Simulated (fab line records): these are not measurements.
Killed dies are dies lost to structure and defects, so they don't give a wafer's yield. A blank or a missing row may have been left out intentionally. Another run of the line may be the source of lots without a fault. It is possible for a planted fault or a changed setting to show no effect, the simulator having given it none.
Which tool was responsible? :: flow berkeley_cmos170 :: 21 wafers from 7 lots sampled at 2 of the route's 331 steps

WHAT THE GAUGES READ, wafer by wafer
UCB170_NWELL_TW_MEAS_16.
lot: L415
measured: day 2 10:29
on: film_metro-02
NWELL_TW: 1225 1225 1227

lot: L417
measured: day 2 19:17
on: film_metro-01
NWELL_TW: 1257 1257 1250

lot: L419
measured: day 3 06:25
on: film_metro-02
NWELL_TW: 1241 1235 1236

lot: L421
measured: day 3 21:01
on: film_metro-03
NWELL_TW: 1245 1252 1249

lot: L423
measured: day 4 08:15
on: film_metro-02
NWELL_TW: 1228 1230 1229

lot: L425
measured: day 4 18:40
on: film_metro-03
NWELL_TW: 518 517 513

lot: L428
measured: day 5 08:15
on: film_metro-01
NWELL_TW: 514 516 516

EACH LOT AND THE TOOL THAT RAN IT (in order: tool; ch and the chambers of the sampled wafers; start)
lot: L415
UCB170_NWELL_IMPLANT_14: implanter-04 ch 0, day 2 10:15

lot: L417
UCB170_NWELL_IMPLANT_14: implanter-02 ch 0, day 2 19:03

lot: L419
UCB170_NWELL_IMPLANT_14: implanter-02 ch 0, day 3 06:10

lot: L421
UCB170_NWELL_IMPLANT_14: implanter-04 ch 0, day 3 20:46

lot: L423
UCB170_NWELL_IMPLANT_14: implanter-03 ch 0, day 4 08:00

lot: L425
UCB170_NWELL_IMPLANT_14: implanter-02 ch 0, day 4 18:25

lot: L428
UCB170_NWELL_IMPLANT_14: implanter-02 ch 0, day 5 08:02
- UCB170_NWELL_IMPLANT_14

THE ANSWER, worked out from the rows above alone
Rule: the lots themselves supply what counts as usual. The widest of any qualifying gaps counts: lots, ordered by their means at a reading, are off when they make up no more than a third of the lots, leave a main group of 4 or more, and stand apart from it by 3 or more times the standard deviation of that group's means. The tables above print the reading to a certain number of digits; a main group whose means all agree to those digits is not used. Also off: a lot with no number at a reading for which 4 or more lots have one. The other lots that the step has rows for count as sound.
Off: at UCB170_NWELL_TW_MEAS_16 (NWELL_TW), L425, L428. For the main group the mean is 1239 and the standard deviation 11.
If a tool, at a process step before that reading, ran all the lots that are off and no sound lot after the first of them, it fits. Gauges at UCB170_NWELL_TW_MEAS_16: tried the same way as those tools. One fits: implanter-02 at UCB170_NWELL_IMPLANT_14. Its last sound lot is L419 (day 3 06:10), its first lot that is off L425 (day 4 18:25): a fault that began between those two fits.

WHAT THE SIMULATOR HAD PUT IN
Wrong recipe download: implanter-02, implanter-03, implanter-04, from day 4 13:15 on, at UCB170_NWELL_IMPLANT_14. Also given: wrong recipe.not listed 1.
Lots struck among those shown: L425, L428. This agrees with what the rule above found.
